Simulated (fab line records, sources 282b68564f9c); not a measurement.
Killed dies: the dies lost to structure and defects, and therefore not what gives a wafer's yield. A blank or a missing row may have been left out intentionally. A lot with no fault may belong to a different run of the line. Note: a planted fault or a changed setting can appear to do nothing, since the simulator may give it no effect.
Code-filled problem report in 8D (eight disciplines) form / flow ritCmos / the parts of the form that need people (team, actions taken, sign-off) are left out

== 1. WHAT IS WRONG ==
Wafers free of any fault read 0.0731 ohm/sq (standard deviation 0.0012) for M1_AL_RS at RIT_M1_RS_MEAS_01, against a mean of 0.0640 ohm/sq on 2 wafers of 2 lots. That is -7.6 standard deviations from the usual mean.
The step: measures by four-point-probe.
Earliest sighting: wafer L300.4 on filmMetro-03 at day 7 11:05. At this step, 42 wafers from 14 lots have a number in the record. Rule for "out" (also "out of limits"): further than 4 standard deviations from the usual mean. The other wafers with a number count as sound.

== 2. WHAT IT IS AND WHAT IT IS NOT ==
question=which readings at this step | is=M1_AL_RS | is not=-
question=which lots | is=L300, L305 | is not=L283, L285, L286, L287, L289, L290, L292, L294, L295, L296, L301, L302
question=which wafers of those lots | is=L300.4, L305.3 | is not=L300.3, L300.6, L305.1, L305.2
question=read on which gauges | is=filmMetro-03 | is not=filmMetro-01, filmMetro-02
question=when | is=from day 7 11:05 | is not=up to then (32 sound wafers); but 8 sound wafers of L301, L302, L305 came after

== 3. THE SUSPECTS, EACH WITH WHAT RULES IT OUT ==
Counting: any tool at a process step up to the reading remains a suspect provided it ran every lot that is out. Sound lots after the first of them don't rule it out here, since some wafers of a struck lot are sound.
- the gauge at RIT_M1_RS_MEAS_01: kept. All the wafers that are out were read on filmMetro-03, and no step on other tools shows them out.
- pvdSputter-02 at RIT_M1_SPUTTER_00 (material Al, target thk 400 nm, time 500 s): kept. Ran every lot that is out, first one L300 (day 7 10:46); last sound lot up to then L295 (day 6 23:33).
Remaining after the count are pvdSputter-02 at RIT_M1_SPUTTER_00 and filmMetro-03 at RIT_M1_RS_MEAS_01.

== 4. THE CAUSE (what the simulator had put in) ==
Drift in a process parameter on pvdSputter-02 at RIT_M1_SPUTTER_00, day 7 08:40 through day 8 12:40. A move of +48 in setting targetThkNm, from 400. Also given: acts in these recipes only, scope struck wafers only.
Counting leaves 2 suspects; this tool is one of them.

== 5. SEQUENCE OF EFFECTS, ordered by route ==
Each row: a reading whose mean over the struck wafers that have a number lies more than 3 standard deviations from the usual. Scope: only readings with a usual standard deviation given in the record; hours: median across lots of the time from each lot's start at the first step in this table that gives one to its start at this step; sigmas: change in usual standard deviations.
hours=0; step=RIT_M1_RS_MEAS_01; reading=M1_AL_RS; usual=0.0731 ohm/sq; on struck wafers=0.0640; change=-0.0091; sigmas=-7.6
hours=0; step=RIT_M1_THK_MEAS_02; reading=M1_AL_THK; usual=398 nm; on struck wafers=454; change=+56; sigmas=+8.0
hours=2; step=RIT_M1_METAL_ETCH_12; reading=oesProductAu; usual=0.781 a.u.; on struck wafers=0.842; change=+0.061; sigmas=+4.4
Its process steps:
- RIT_M1_METAL_ETCH_12: etches Al in Cl2/BCl3, stops on SiO2, time 165 s, target depth 600 nm.

== 6. HOW IT WOULD HAVE BEEN CAUGHT EARLIER ==
In this record the first reading out of limits at a measuring or inspecting step was taken at day 7 11:05, 2 hours after the fault began at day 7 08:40.
Of the tool readings at RIT_M1_SPUTTER_00 for which the record gives a usual standard deviation, none was out on any struck wafer, so an alarm limit of 4 standard deviations on them would not have fired.
L305, from the lots that are out (2), started RIT_M1_SPUTTER_00 on pvdSputter-02 later than day 7 11:05. Holding the tool at that time would have saved it.
